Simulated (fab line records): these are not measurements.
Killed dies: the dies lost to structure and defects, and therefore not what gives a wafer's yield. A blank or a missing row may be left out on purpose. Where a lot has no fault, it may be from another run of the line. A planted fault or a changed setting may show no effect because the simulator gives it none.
The tool behind it: which one?	flow berkeleyCmos170	7 lots, 21 wafers sampled, at 2 steps of a route of 331

== WHAT EACH GAUGE READ, for each wafer ==
UCB170_PLDD_TW_MEAS_11.
lot	measured	on	PLDD_TW
L925	day 6 07:12	filmMetro-02	1025 1020 1024
L929	day 7 05:38	filmMetro-01	1011 1009 1013
L932	day 7 22:13	filmMetro-02	1017 1019 1019
L937	day 9 01:17	filmMetro-02	1016 1018 1021
L941	day 9 13:56	filmMetro-01	1008 1013 1010
L940	day 9 19:46	filmMetro-02	1117 1111 1115 1110 1114 1109
L948	day 10 13:39	filmMetro-04	1014 1004 1004

== WHAT TOOL EACH LOT RAN ON (gives the tool, then ch and the chambers of the sampled wafers, and finally the start) ==
lot	UCB170_PLDD_IMPLANT_08
L925	implanter-02 ch 0, day 6 06:48
L929	implanter-03 ch 0, day 7 05:14
L932	implanter-01 ch 0, day 7 21:50
L937	implanter-01 ch 0, day 9 00:55
L941	implanter-02 ch 0, day 9 13:33
L940	implanter-03 ch 0, day 9 19:22
L948	implanter-01 ch 0, day 10 13:15
- UCB170_PLDD_IMPLANT_08

== THE ANSWER, worked out from the rows above alone ==
Rule: the lots themselves supply what counts as usual. Put in order of their means at a reading, lots are off if they are a third of the lots or fewer, leave a main group of 4 or more, and stand apart from it by a gap of 3 or more times the standard deviation of the main group's means; of several such gaps the widest counts. If all means in a main group match to the digits the tables above print for the reading, that group is not used. Also off: a lot with no number at a reading for which 4 or more lots have one. Any other lot the step has rows for is counted as sound.
Off: L940, seen at UCB170_PLDD_TW_MEAS_11 (PLDD_TW). Main group: mean 1015, sd 5.5.
A tool fits if, at a process step before that reading, it ran every lot that is off, and no sound lot after the first of them. The gauges at UCB170_PLDD_TW_MEAS_11 are tried like those tools. Can't be told from this: 2 tools fit, implanter-03 at UCB170_PLDD_IMPLANT_08, filmMetro-02 at UCB170_PLDD_TW_MEAS_11.

== WHAT THE SIMULATOR HAD INSERTED ==
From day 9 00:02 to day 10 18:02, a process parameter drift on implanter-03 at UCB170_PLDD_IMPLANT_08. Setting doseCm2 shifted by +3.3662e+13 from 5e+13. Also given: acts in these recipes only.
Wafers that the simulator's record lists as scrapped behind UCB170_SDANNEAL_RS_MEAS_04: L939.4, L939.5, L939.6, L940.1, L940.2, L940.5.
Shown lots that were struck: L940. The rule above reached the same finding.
